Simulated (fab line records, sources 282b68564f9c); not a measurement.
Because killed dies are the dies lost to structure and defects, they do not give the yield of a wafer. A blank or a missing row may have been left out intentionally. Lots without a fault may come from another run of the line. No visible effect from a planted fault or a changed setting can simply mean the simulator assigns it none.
Check of tool commonality    flow rit_cmos    14 lots and 42 wafers in the sample

WHAT PROMPTED THE OPENING
At RIT_SDANNEAL_RS_MEAS_06 the reading PLDD_RS is flagged on 2 of 14 lots. Wafers without a fault read 176.9 ohm/sq, standard deviation 0.5.
Rule: a lot gets a flag if all its wafers with a number sit over 4 standard deviations from that mean, or if no wafer of it has a number. The rest of the lots are taken to be sound.

lot   measured     on             PLDD_RS (ohm/sq), wafer by wafer  flag
L943  day 3 00:56  film_metro-03  177.1 177.5 177.7                 
L944  day 3 06:25  film_metro-02  176.8 177.3 176.8                 
L945  day 3 13:10  film_metro-03  178.2 177.8 177.8                 
L946  day 3 18:23  film_metro-02  177.0 177.1 176.9                 
L947  day 4 01:25  film_metro-02  177.6 177.1 177.6                 
L948  day 4 03:47  film_metro-02  176.6 176.6 177.0                 
L949  day 4 06:44  film_metro-02  176.5 176.5 176.0                 
L950  day 4 13:47  film_metro-02  177.4 177.2 177.4                 
L951  day 4 18:26  film_metro-03  177.0 177.1 177.3                 
L955  day 5 16:47  film_metro-02  175.8 176.3 176.6                 
L959  day 6 14:54  film_metro-02  176.4 176.9 176.5                 
L960  day 6 19:37  film_metro-01  174.2 174.2 173.6                 FLAGGED
L961  day 7 00:56  film_metro-03  173.8 174.1 173.9                 FLAGGED
L965  day 8 03:32  film_metro-03  176.8 176.6 177.1                 
The mean of the flagged lots' numbers is 174.0 ohm/sq, -2.9 ohm/sq from the usual (-6 standard deviations).

TOOL THAT RAN EACH LOT
The record keeps 1 process step preceding the reading, out of 202 steps on the route. Each cell gives the tool, then ch followed by the chambers the sampled wafers passed through, then the start.
lot   flag     RIT_PLDD_IMPLANT_08
L943           implanter-03 ch 0, day 2 18:20
L944           implanter-02 ch 0, day 2 23:37
L945           implanter-02 ch 0, day 3 05:35
L946           implanter-03 ch 0, day 3 11:22
L947           implanter-04 ch 0, day 3 18:35
L948           implanter-04 ch 0, day 3 20:58
L949           implanter-02 ch 0, day 4 00:03
L950           implanter-03 ch 0, day 4 07:14
L951           implanter-03 ch 0, day 4 11:49
L955           implanter-03 ch 0, day 5 08:59
L959           implanter-03 ch 0, day 6 05:39
L960  FLAGGED  implanter-03 ch 0, day 6 09:11
L961  FLAGGED  implanter-03 ch 0, day 6 16:20
L965           implanter-04 ch 0, day 7 13:16
These steps, and what they do:
- RIT_PLDD_IMPLANT_08
- RIT_SDANNEAL_RS_MEAS_06: measures by four-point-probe.

FLAGGED OVER TOTAL, TOOL BY TOOL (the gauges that took the reading come last)
step                     tool           lots run  flagged  share of the flagged lots  sound lots run after its first flagged lot
RIT_PLDD_IMPLANT_08      implanter-02   3         0        none                       -
RIT_PLDD_IMPLANT_08      implanter-03   8         2        all                        0
RIT_PLDD_IMPLANT_08      implanter-04   3         0        none                       -
RIT_SDANNEAL_RS_MEAS_06  film_metro-01  1         1        some                       0
RIT_SDANNEAL_RS_MEAS_06  film_metro-02  8         0        none                       -
RIT_SDANNEAL_RS_MEAS_06  film_metro-03  5         1        some                       1 (L965)

WHAT THE TABLE PERMITS
In the table, 1 row covers all flagged lots: implanter-03 at RIT_PLDD_IMPLANT_08.
- implanter-03 at RIT_PLDD_IMPLANT_08: 2 of its 8 lots flagged. Last sound lot L959 at day 6 05:39, first flagged lot L960 at day 6 09:11; a fault beginning in between fits. Its own readings (beam_energy_keV) fall more than 4 standard deviations out on all wafers of the flagged lots.
Just one tool remains: implanter-03 at RIT_PLDD_IMPLANT_08.

WHAT WAS PUT IN BY THE SIMULATOR
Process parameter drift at RIT_PLDD_IMPLANT_08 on implanter-03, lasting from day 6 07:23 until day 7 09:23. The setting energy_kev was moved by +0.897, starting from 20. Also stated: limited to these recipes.
Lots struck among those shown: L960, L961. Same finding as the rule above.
